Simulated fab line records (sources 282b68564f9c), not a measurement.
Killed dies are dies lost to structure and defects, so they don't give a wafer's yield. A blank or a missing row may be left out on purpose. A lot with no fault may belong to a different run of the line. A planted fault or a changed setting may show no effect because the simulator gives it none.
Which tool did it? :: flow ritCmos :: 7 lots with 21 wafers sampled at 2 steps, on a route of 202 steps

## WHAT THE GAUGES READ, wafer by wafer
RIT_FOX2_THK_MEAS_91.
lot: L629
measured: day 2 13:13
on: filmMetro-03
FIELD_OXIDE_LEFT_2_THK (nm): 245 246 242

lot: L631
measured: day 3 00:00
on: filmMetro-04
FIELD_OXIDE_LEFT_2_THK (nm): 247 245 246

lot: L638
measured: day 4 09:59
on: filmMetro-04
FIELD_OXIDE_LEFT_2_THK (nm): 250 251 250

lot: L642
measured: day 5 06:00
on: filmMetro-03
FIELD_OXIDE_LEFT_2_THK (nm): 260 249 252

lot: L644
measured: day 5 15:44
on: filmMetro-03
FIELD_OXIDE_LEFT_2_THK (nm): 243 242 242

lot: L646
measured: day 6 06:56
on: filmMetro-04
FIELD_OXIDE_LEFT_2_THK (nm): 248 241 249

lot: L651
measured: day 7 03:00
on: filmMetro-03
FIELD_OXIDE_LEFT_2_THK (nm): 247 237 245

## WHAT TOOL EACH LOT RAN ON (gives the tool, then ch and the chambers of the sampled wafers, and finally the start)
lot: L629
RIT_NRETRO_STRIP_09: plasmaAsher-03 ch 0,1, day 2 10:53

lot: L631
RIT_NRETRO_STRIP_09: plasmaAsher-01 ch 0,1, day 2 21:48

lot: L638
RIT_NRETRO_STRIP_09: plasmaAsher-04 ch 0,1, day 4 07:43

lot: L642
RIT_NRETRO_STRIP_09: plasmaAsher-01 ch 0,1, day 5 03:38

lot: L644
RIT_NRETRO_STRIP_09: plasmaAsher-01 ch 1, day 5 13:23

lot: L646
RIT_NRETRO_STRIP_09: plasmaAsher-01 ch 0,1, day 6 04:37

lot: L651
RIT_NRETRO_STRIP_09: plasmaAsher-04 ch 0,1, day 7 00:42
- RIT_NRETRO_STRIP_09: strips in O2, time 180 s.

## THE ANSWER, worked out from the rows above alone
Rule: usual is defined by the lots themselves. Put in order of their means at a reading, lots are off if they are a third of the lots or fewer, leave a main group of 4 or more, and stand apart from it by a gap of 3 or more times the standard deviation of the main group's means; of several such gaps the widest counts. The tables above print the reading to a certain number of digits; a main group whose means all agree to those digits is not used. A lot without any number at a reading at which 4 lots or more have one is off too. All remaining lots with rows at the step are treated as sound.
No lot is off at any reading shown: from this, nothing can be told.

## WHAT THE SIMULATOR PUT IN
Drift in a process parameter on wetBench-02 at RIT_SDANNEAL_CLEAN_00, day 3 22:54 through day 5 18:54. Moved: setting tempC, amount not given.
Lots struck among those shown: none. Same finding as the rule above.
